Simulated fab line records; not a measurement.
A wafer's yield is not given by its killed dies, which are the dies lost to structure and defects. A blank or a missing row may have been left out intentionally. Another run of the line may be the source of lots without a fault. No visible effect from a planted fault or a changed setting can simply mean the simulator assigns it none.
Split-lot study :: flow rit cmos :: 5 lots, 23 wafers read, on a route of 202 steps

== ON THE SPLIT ==
At RIT_PSD_IMPLANT_08, the setting dose cm2 was moved away from the recipe's 5e+15 on 8 of the 23 wafers read, by +2.1% to +6.0%. All remaining wafers had this setting at the recipe value.

== FROM THE SPLIT TO THE READING: what the file shows between them, 3 steps ==
- RIT_PSD_STRIP_09: strips in O2, time 180 s
- RIT_SDANNEAL_CLEAN_02: cleans in SC2, time 600 s
- RIT_SDANNEAL_RTA_03: time 5 s

== THE READING ==
Measured at RIT_SDANNEAL_RS_MEAS_04 by four-point probe: PSD_RS, in ohm/sq. On this fab line, fault-free wafers typically give 115.76 ohm/sq with a standard deviation of 0.24 ohm/sq.

wafer: L079.1
tool, chamber at the split: implanter-04, 0
dose cm2 as run: 5.302e+15
against the recipe: +6.0%
PSD_RS, ohm/sq: 114.91
against lot-mates on the recipe: -1.13

wafer: L079.3
tool, chamber at the split: implanter-04, 0
dose cm2 as run: 5e+15
against the recipe: recipe
PSD_RS, ohm/sq: 115.95
against lot-mates on the recipe: -

wafer: L079.4
tool, chamber at the split: implanter-04, 0
dose cm2 as run: 5.302e+15
against the recipe: +6.0%
PSD_RS, ohm/sq: 114.75
against lot-mates on the recipe: -1.29

wafer: L079.5
tool, chamber at the split: implanter-04, 0
dose cm2 as run: 5.302e+15
against the recipe: +6.0%
PSD_RS, ohm/sq: 115.27
against lot-mates on the recipe: -0.77

wafer: L079.6
tool, chamber at the split: implanter-04, 0
dose cm2 as run: 5e+15
against the recipe: recipe
PSD_RS, ohm/sq: 116.13
against lot-mates on the recipe: -

wafer: L080.1
tool, chamber at the split: implanter-03, 0
dose cm2 as run: 5e+15
against the recipe: recipe
PSD_RS, ohm/sq: 115.53
against lot-mates on the recipe: -

wafer: L080.2
tool, chamber at the split: implanter-03, 0
dose cm2 as run: 5e+15
against the recipe: recipe
PSD_RS, ohm/sq: 115.63
against lot-mates on the recipe: -

wafer: L080.3
tool, chamber at the split: implanter-03, 0
dose cm2 as run: 5e+15
against the recipe: recipe
PSD_RS, ohm/sq: 115.52
against lot-mates on the recipe: -

wafer: L080.4
tool, chamber at the split: implanter-03, 0
dose cm2 as run: 5e+15
against the recipe: recipe
PSD_RS, ohm/sq: 115.67
against lot-mates on the recipe: -

wafer: L080.5
tool, chamber at the split: implanter-03, 0
dose cm2 as run: 5e+15
against the recipe: recipe
PSD_RS, ohm/sq: 115.74
against lot-mates on the recipe: -

wafer: L081.1
tool, chamber at the split: implanter-03, 0
dose cm2 as run: 5e+15
against the recipe: recipe
PSD_RS, ohm/sq: 115.94
against lot-mates on the recipe: -

wafer: L081.2
tool, chamber at the split: implanter-03, 0
dose cm2 as run: 5.278e+15
against the recipe: +5.6%
PSD_RS, ohm/sq: 114.94
against lot-mates on the recipe: -0.96

wafer: L081.3
tool, chamber at the split: implanter-03, 0
dose cm2 as run: 5.278e+15
against the recipe: +5.6%
PSD_RS, ohm/sq: 115.12
against lot-mates on the recipe: -0.78

wafer: L081.4
tool, chamber at the split: implanter-03, 0
dose cm2 as run: 5e+15
against the recipe: recipe
PSD_RS, ohm/sq: 115.86
against lot-mates on the recipe: -

wafer: L081.5
tool, chamber at the split: implanter-03, 0
dose cm2 as run: 5.278e+15
against the recipe: +5.6%
PSD_RS, ohm/sq: 115.13
against lot-mates on the recipe: -0.77

wafer: L084.1
tool, chamber at the split: implanter-03, 0
dose cm2 as run: 5e+15
against the recipe: recipe
PSD_RS, ohm/sq: 115.95
against lot-mates on the recipe: -

wafer: L084.4
tool, chamber at the split: implanter-03, 0
dose cm2 as run: 5e+15
against the recipe: recipe
PSD_RS, ohm/sq: 115.86
against lot-mates on the recipe: -

wafer: L084.6
tool, chamber at the split: implanter-03, 0
dose cm2 as run: 5e+15
against the recipe: recipe
PSD_RS, ohm/sq: 115.85
against lot-mates on the recipe: -

wafer: L085.2
tool, chamber at the split: implanter-01, 0
dose cm2 as run: 5e+15
against the recipe: recipe
PSD_RS, ohm/sq: 115.79
against lot-mates on the recipe: -

wafer: L085.3
tool, chamber at the split: implanter-01, 0
dose cm2 as run: 5.103e+15
against the recipe: +2.1%
PSD_RS, ohm/sq: 115.89
against lot-mates on the recipe: +0.12

wafer: L085.4
tool, chamber at the split: implanter-01, 0
dose cm2 as run: 5e+15
against the recipe: recipe
PSD_RS, ohm/sq: 115.65
against lot-mates on the recipe: -

wafer: L085.5
tool, chamber at the split: implanter-01, 0
dose cm2 as run: 5.103e+15
against the recipe: +2.1%
PSD_RS, ohm/sq: 115.69
against lot-mates on the recipe: -0.08

wafer: L085.6
tool, chamber at the split: implanter-01, 0
dose cm2 as run: 5e+15
against the recipe: recipe
PSD_RS, ohm/sq: 115.86
against lot-mates on the recipe: -

FIT RESULTS
A straight line over all 23 wafers: PSD_RS changes by -0.132 ohm/sq for each +1% of dose cm2; r = -0.88; the points scatter about the line by 0.19 ohm/sq.
The same after taking each lot's own level away (the mean of its wafers on the recipe; 23 wafers): -0.163 ohm/sq for each +1%; r = -0.94; scatter 0.16 ohm/sq.
According to that fit, moving dose cm2 by its largest amount changes the reading by 0.98 ohm/sq.
From 115.618 to 116.040 ohm/sq: that is the span of the lots' own levels, equal to 1.8 times the standard deviation above.
In other words, the slope is changed by the lot-to-lot level; the two fits disagree.
Check: for one of the wafers moved furthest among these (+6.0%), held out of the fit, the line's prediction against its lot-mates is -0.916 ohm/sq. It came out at -1.13 ohm/sq against them.

== OTHER SPLITS APPLIED TO THESE WAFERS ==
Before the reading, these wafers also passed through other splits. Each is held against what the fit with the lots' levels taken away leaves over:
other split on the same wafers: RIT_NRETRO_COAT_01 resist thk nm
wafers away from the commonest value: 12
r with PSD_RS (lot level and that fit taken away): +0.12

other split on the same wafers: RIT_PRETRO_HARDBAKE_07 temp c
wafers away from the commonest value: 7
r with PSD_RS (lot level and that fit taken away): +0.51

other split on the same wafers: RIT_GATE_CVD_08 temp c
wafers away from the commonest value: 15
r with PSD_RS (lot level and that fit taken away): +0.02

other split on the same wafers: RIT_GATE_SOFTBAKE_12 temp c
wafers away from the commonest value: 9
r with PSD_RS (lot level and that fit taken away): +0.28

other split on the same wafers: RIT_NLDD_COAT_01 resist thk nm
wafers away from the commonest value: 11
r with PSD_RS (lot level and that fit taken away): +0.08

other split on the same wafers: RIT_NLDD_IMPLANT_08 energy kev
wafers away from the commonest value: 9
r with PSD_RS (lot level and that fit taken away): -0.11

other split on the same wafers: RIT_PLDD_SOFTBAKE_02 temp c
wafers away from the commonest value: 7
r with PSD_RS (lot level and that fit taken away): +0.13

== FILE'S OWN FIT ==
PSD_RS changes by -0.154 ohm/sq for each +1% of dose cm2, r = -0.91.
